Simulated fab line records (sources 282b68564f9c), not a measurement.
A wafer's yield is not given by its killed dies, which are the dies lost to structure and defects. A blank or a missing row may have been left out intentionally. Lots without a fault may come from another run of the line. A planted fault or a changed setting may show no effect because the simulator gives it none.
fab line records -- flow rit_cmos
record: lots: 14, wafers: 42, last_day: 7
route steps=202 shown NLDD@111 M1@202
lots that met no fault: taken from a fault-free run of the same line
start_h: hours from the record's first day to the start of the lot's first wafer shown -- wait_h: hours from the lot's prior step to this one -- " same as the row above -- L1.1+2: a row that stands for several wafers -- - either no value or no given start -- * or withheld: withheld -- < > ~ a bound
route shown NAME@n: NAME is a module with steps in the file, n the number in the route of the first one -- usual: average and standard deviation across the fault-free wafers -- same: alike in all rows -- chamber/n: place in a boat -- sites: the reading at each site -- _std_site: their standard deviation -- _edge_site: the outer-site mean with the inner-site mean subtracted -- radius_mm: for every site, how far away it sits from the centre of the wafer -- mask NAME#n: copy n -- behind: tool/chamber where the wafer was last shaped -- hold: cause of the lot's hold/its duration in hours/its outcome -- device: transistor that didn't switch, given as n, p or np -- end of line: tests run on the same wafers once the route is complete -- a step given without rows: its recipe and nothing more -- killed: dies lost to structure and defects at the first sort, not the wafer's yield -- map: dies across one wafer; x = killed, . = not, _ = none there
set.NAME: the setting as run; set.NAME@STEP: as run at that earlier step -- model.NAME: the simulator's own value behind a step, which no gauge read
the route's steps for a sample of lots (tables are steps, rows are wafers)
services: when a tool's chamber went out of use (start_h, in hours from the record's first day, below 0 if earlier), for how many hours, and the reason
== steps ==
step: RIT_NLDD_IMPLANT_08
recipe: species: P, energy_kev: 20, dose_cm2: 5e+14, tilt_deg: 7
usual: beam_energy_keV: 20.000/0.006
lot.wafer,tool,chamber,start_h,wait_h,beam_energy_keV
L377.2,implanter-03,0,47.92,0.1,20.002
L377.3,implanter-03,0,47.92,0.1,20.007
L377.6,implanter-03,0,47.92,0.1,20.000
L378.3,implanter-03,0,53.40,0.1,19.993
L378.4,implanter-03,0,53.40,0.1,19.991
L378.5,implanter-03,0,53.40,0.1,19.991
L379.1,implanter-02,0,60.95,0.1,19.998
L379.3,implanter-02,0,60.95,0.1,19.998
L379.4,implanter-02,0,60.95,0.1,19.987
L381.1,implanter-02,0,70.15,0.1,19.999
L381.3,implanter-02,0,70.15,0.1,19.995
L381.5,implanter-02,0,70.15,0.1,20.009
L383.1,implanter-02,0,76.38,0.1,20.003
L383.2,implanter-02,0,76.38,0.1,20.006
L383.3,implanter-02,0,76.38,0.1,20.007
L385.1,implanter-03,0,83.28,0.1,19.994
L385.3,implanter-03,0,83.28,0.1,19.992
L385.5,implanter-03,0,83.28,0.1,19.995
L387.3,implanter-02,0,92.74,0.1,19.995
L387.5,implanter-02,0,92.74,0.1,19.998
L387.6,implanter-02,0,92.74,0.1,20.001
L391.1,implanter-02,0,111.04,0.1,19.995
L391.2,implanter-02,0,111.04,0.1,20.004
L391.3,implanter-02,0,111.04,0.1,20.003
L392.1,implanter-02,0,117.56,0.1,19.995
L392.3,implanter-02,0,117.56,0.1,19.990
L392.5,implanter-02,0,117.56,0.1,20.003
L394.4,implanter-04,0,127.80,0.1,20.002
L394.5,implanter-04,0,127.80,0.1,20.002
L394.6,implanter-04,0,127.80,0.1,20.002
L397.1,implanter-03,0,142.44,0.1,20.005
L397.3,implanter-03,0,142.44,0.1,20.003
L397.6,implanter-03,0,142.44,0.1,20.004
L398.1,implanter-03,0,145.65,0.1,20.002
L398.3,implanter-03,0,145.65,0.1,20.007
L398.6,implanter-03,0,145.65,0.1,19.998
L399.2,implanter-03,0,151.51,0.1,19.995
L399.5,implanter-03,0,151.51,0.1,19.999
L399.6,implanter-03,0,151.51,0.1,19.995
L400.1,implanter-04,0,156.16,0.1,20.008
L400.5,implanter-04,0,156.16,0.1,20.006
L400.6,implanter-04,0,156.16,0.1,20.001
step: RIT_NLDD_TW_MEAS_10
usual: NLDD_TW: 2498/29
lot.wafer,tool,chamber,start_h,wait_h,NLDD_TW
L377.2,film_metro-01,-,48.23,0.1,2486
L377.3,film_metro-01,-,48.23,0.1,2482
L377.6,film_metro-01,-,48.23,0.1,2485
L378.3,film_metro-02,-,53.69,0.1,2541
L378.4,film_metro-02,-,53.69,0.1,2535
L378.5,film_metro-02,-,53.69,0.1,2534
L379.1,film_metro-02,-,61.28,0.1,2530
L379.3,film_metro-02,-,61.28,0.1,2535
L379.4,film_metro-02,-,61.28,0.1,2527
L381.1,film_metro-01,-,70.48,0.1,2466
L381.3,film_metro-01,-,70.48,0.1,2487
L381.5,film_metro-01,-,70.48,0.1,2485
L383.1,film_metro-03,-,76.70,0.1,2484
L383.2,film_metro-03,-,76.70,0.1,2489
L383.3,film_metro-03,-,76.70,0.1,2481
L385.1,film_metro-01,-,83.60,0.1,2490
L385.3,film_metro-01,-,83.60,0.1,2490
L385.5,film_metro-01,-,83.60,0.1,2487
L387.3,film_metro-01,-,93.03,0.1,2488
L387.5,film_metro-01,-,93.03,0.1,2490
L387.6,film_metro-01,-,93.03,0.1,2491
L391.1,film_metro-02,-,111.37,0.1,2375
L391.2,film_metro-02,-,111.37,0.1,2374
L391.3,film_metro-02,-,111.37,0.1,2360
L392.1,film_metro-03,-,117.89,0.1,2310
L392.3,film_metro-03,-,117.89,0.1,2305
L392.5,film_metro-03,-,117.89,0.1,2299
L394.4,film_metro-02,-,128.08,0.1,2539
L394.5,film_metro-02,-,128.08,0.1,2535
L394.6,film_metro-02,-,128.08,0.1,2538
L397.1,film_metro-02,-,142.76,0.1,2530
L397.3,film_metro-02,-,142.76,0.1,2533
L397.6,film_metro-02,-,142.76,0.1,2542
L398.1,film_metro-02,-,145.98,0.1,2538
L398.3,film_metro-02,-,145.98,0.1,2534
L398.6,film_metro-02,-,145.98,0.1,2543
L399.2,film_metro-03,-,151.82,0.1,2476
L399.5,film_metro-03,-,151.82,0.1,2482
L399.6,film_metro-03,-,151.82,0.1,2476
L400.1,film_metro-01,-,156.48,0.1,2496
L400.5,film_metro-01,-,156.48,0.1,2507
L400.6,film_metro-01,-,156.48,0.1,2495
step: RIT_SDANNEAL_RS_MEAS_07
recipe: thk_meas_gauge: four-point-probe
usual: NLDD_RS: 151.6/0.53
lot.wafer,tool,chamber,start_h,wait_h,NLDD_RS[ohm/sq]
L377.2,film_metro-01,-,56.10,0.1,150.3
L377.3,film_metro-01,-,56.10,0.1,150.6
L377.6,film_metro-01,-,56.10,0.1,150.6
L378.3,film_metro-01,-,61.95,0.1,151.8
L378.4,film_metro-01,-,61.95,0.1,151.9
L378.5,film_metro-01,-,61.95,0.1,152.3
L379.1,film_metro-02,-,69.49,0.1,151.4
L379.3,film_metro-02,-,69.49,0.1,151.4
L379.4,film_metro-02,-,69.49,0.1,151.5
L381.1,film_metro-02,-,79.00,0.1,152.0
L381.3,film_metro-02,-,79.00,0.1,151.7
L381.5,film_metro-02,-,79.00,0.1,152.1
L383.1,film_metro-03,-,84.94,0.1,151.4
L383.2,film_metro-03,-,84.94,0.1,151.4
L383.3,film_metro-03,-,84.94,0.1,152.0
L385.1,film_metro-02,-,91.59,0.1,151.6
L385.3,film_metro-02,-,91.59,0.1,152.1
L385.5,film_metro-02,-,91.59,0.1,152.1
L387.3,film_metro-01,-,100.84,0.1,151.2
L387.5,film_metro-01,-,100.84,0.1,151.1
L387.6,film_metro-01,-,100.84,0.1,150.8
L391.1,film_metro-01,-,118.99,0.1,186.8
L391.2,film_metro-01,-,118.99,0.1,187.1
L391.3,film_metro-01,-,118.99,0.1,187.1
L392.1,film_metro-01,-,126.78,0.1,186.0
L392.3,film_metro-01,-,126.78,0.1,185.6
L392.5,film_metro-01,-,126.78,0.1,185.0
L394.4,film_metro-01,-,135.85,0.1,151.1
L394.5,film_metro-01,-,135.85,0.1,151.5
L394.6,film_metro-01,-,135.85,0.1,151.3
L397.1,film_metro-01,-,150.38,0.1,151.7
L397.3,film_metro-01,-,150.38,0.1,151.2
L397.6,film_metro-01,-,150.38,0.1,151.4
L398.1,film_metro-02,-,153.98,0.1,151.6
L398.3,film_metro-02,-,153.98,0.1,151.6
L398.6,film_metro-02,-,153.98,0.1,151.6
L399.2,film_metro-03,-,159.71,0.1,151.0
L399.5,film_metro-03,-,159.71,0.1,151.5
L399.6,film_metro-03,-,159.71,0.1,151.6
L400.1,film_metro-02,-,164.63,0.1,151.2
L400.5,film_metro-02,-,164.63,0.1,150.9
L400.6,film_metro-02,-,164.63,0.1,151.5
step: RIT_M1_PROBE_99
usual: killed_at_M0_to_M3: 0.0/0.14, killed_at_contacts: 0.1/0.29, killed_at_front_end: 7/3, killed_dies: 8/3, killed_open: 3.7/2, killed_short: 3.8/2.1
same: gross_dies: 264, killed_at_M4_up: 0, killed_at_back_side: 0, killed_at_other: 0
lot.wafer,tool,chamber,start_h,wait_h,killed_at_M0_to_M3,killed_at_contacts,killed_at_front_end,killed_dies,killed_open,killed_short
L385.1,prober-01,-,98.50,0.1,0,0,7,7,2,5
L385.3,prober-01,-,98.60,0.2,0,0,13,13,3,10
L385.5,prober-01,-,98.70,0.2,0,0,7,7,5,2
killed by level:class
L385.1 FOX1:geometric_particle:short=3 GATE:geometric_particle:short=2 GATE:geometric_particle:open=1 STARTING-WAFER:geometric_particle:open=1
L385.3 FOX1:geometric_particle:short=4 GATE:geometric_particle:short=3 REOX:geometric_particle:short=3 FOX1:geometric_particle:open=2 SILICIDE:geometric_particle:open=1
L385.5 FOX1:geometric_particle:short=2 GATE:geometric_particle:open=2 FOX1:geometric_particle:open=1 REOX:geometric_particle:open=1 SPACER:geometric_particle:open=1
== services ==
tool,chamber,start_h,hours,kind
implanter-04,-,59.87,5.8,repair
implanter-02,-,61.10,4.6,pm
implanter-04,-,100.21,4.5,repair
implanter-02,-,148.79,4.7,repair
== key ==
first_sign: step: RIT_NLDD_TW_MEAS_10, reading: NLDD_TW, direction: down, sigmas: 5.5, usual: 2498, struck: 2337
effect: step: RIT_SDANNEAL_RS_MEAS_07, reading: NLDD_RS, direction: up, sigmas: 65, usual: 151.6, struck: 186.3
met_at RIT_NLDD_IMPLANT_08
struck_lots L391,L392
tester_left_out L391,L392
onset_between 92.74 111.04
fault: kind: process_parameter_drift, tool: implanter-02, chamber: -, onset_h: 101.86, steps: RIT_NLDD_IMPLANT_08, channel: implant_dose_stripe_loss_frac, offset: 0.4, shape: step, end_h: 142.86
tester_left_out: of these lots the tester's yield and bins aren't shown, on N5 and GAA mostly nor the transistor test; their killed dies are dies lost to structure and defects alone, not to doping, threshold or leakage, so they don't give the yield
